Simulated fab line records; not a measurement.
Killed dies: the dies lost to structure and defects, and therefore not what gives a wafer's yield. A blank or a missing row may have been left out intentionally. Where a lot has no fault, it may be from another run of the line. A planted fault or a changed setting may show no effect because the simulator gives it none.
Struck lot and sound lot, side by side :: flow berkeleyCmos170 :: 17 out of 331 route steps
Sound: these wafers, L544.1, L544.3, L544.6. Wafers struck: L547.2, L547.4, L547.5. The cause comes at the end.
Each step with rows lists, per side, the tool, then ch with its chambers, then its first start. Under that, the readings that differ: sound wafers :: struck wafers :: difference of the means :: sigmas: that difference in standard deviations of wafers without a fault.
alike: readings whose means differ by less than 2 such deviations, and words and numbers that are the same on both sides. not compared: withheld readings, readings that some wafer has no value for, bounds like >300 that may hide the same value, and numbers for which the record gives no deviation and whose values overlap.
A row with sigmas, a row that says differs or no value, or rows on one side alone: a step with any of these is where the two part. Non-overlapping numbers with no deviation appear without sigmas and do not part them. A reading missing from all wafers of one side parts the sides only when that side holds two or more wafers.

first, 2 steps without rows for these wafers: UCB170_PSD_PEB_04; UCB170_PSD_DEVELOP_05 (develop time 45 s).
UCB170_PSD_CD_MEAS_06: target cd 1200 nm.
  struck on cdSem-02, day 8 22:14; sound on cdSem-02, day 8 21:52
  alike: cdNm
UCB170_PSD_OVL_MEAS_07:
  struck on overlay-02, day 8 22:21; sound on overlay-01, day 8 21:59
  alike: PSD_OVL
then, 1 step without rows for these wafers: UCB170_PSD_IMPLANT_08.
UCB170_PSD_STRIP_09: strips in O2.
  sound on plasmaAsher-02 ch 0, day 8 22:10; struck on plasmaAsher-03 ch 0,1, day 8 22:32
  alike: chamberPressureMTorr, drypumpMotorCurrentA, oesProductAu, stripTimeToEndpointS
  not compared: rfHoursCounterH
UCB170_PSD_TW_MEAS_10:
  struck on filmMetro-02, day 8 22:38; sound on filmMetro-01, day 8 22:16
  alike: PSD_TW
then, 5 steps without rows for these wafers: UCB170_PSD_CLEAN_11 (cleans in SPM, time 600 s); UCB170_NSD_HMDS_00 (prime time 60 s); UCB170_NSD_COAT_01 (resist thk 900 nm); UCB170_NSD_SOFTBAKE_02 (time 60 s); UCB170_NSD_EXPOSE_03 (exposes mask NSELECT MOD, target cd 1200 nm).
UCB170_NSD_PEB_04:
  sound on lithoTrack-01 ch 0, day 9 02:00; struck on lithoTrack-04 ch 0, day 9 02:10
reading: heaterPowerTotalW (W)
sound: 56.74 56.75 56.81
struck: 60.74 60.85 60.73
difference: +4.01
sigmas: +82
then, 1 step without rows for these wafers: UCB170_NSD_DEVELOP_05 (develop time 45 s).
UCB170_NSD_CD_MEAS_06: target cd 1200 nm.
  struck on cdSem-01, day 9 03:00; sound on cdSem-02, day 9 02:32
reading: cdNm (nm)
sound: 1204.1 1203.2 1202.9
struck: 1182.6 1184.3 1184.7
difference: -19.5
sigmas: -11
  not compared: hold
UCB170_NSD_OVL_MEAS_07:
  struck on overlay-01, day 9 09:55; sound on overlay-02, day 9 02:39
reading: hold
sound: - - -
struck: awaitDispo/6.8h/release awaitDispo/6.8h/release awaitDispo/6.8h/release
difference: no value on the sound wafers
sigmas: 
  alike: NSD_OVL
UCB170_M3_PROBE_99:
  record: rows for the struck wafers here (prober-02, day 10 12:04), none for the sound ones

== WHERE THEY PART ==
First at UCB170_NSD_PEB_04; last, within this record, at UCB170_M3_PROBE_99.

WHY: whatever the simulator had introduced
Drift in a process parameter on lithoTrack-04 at UCB170_NSD_PEB_04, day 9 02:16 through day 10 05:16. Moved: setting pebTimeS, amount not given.
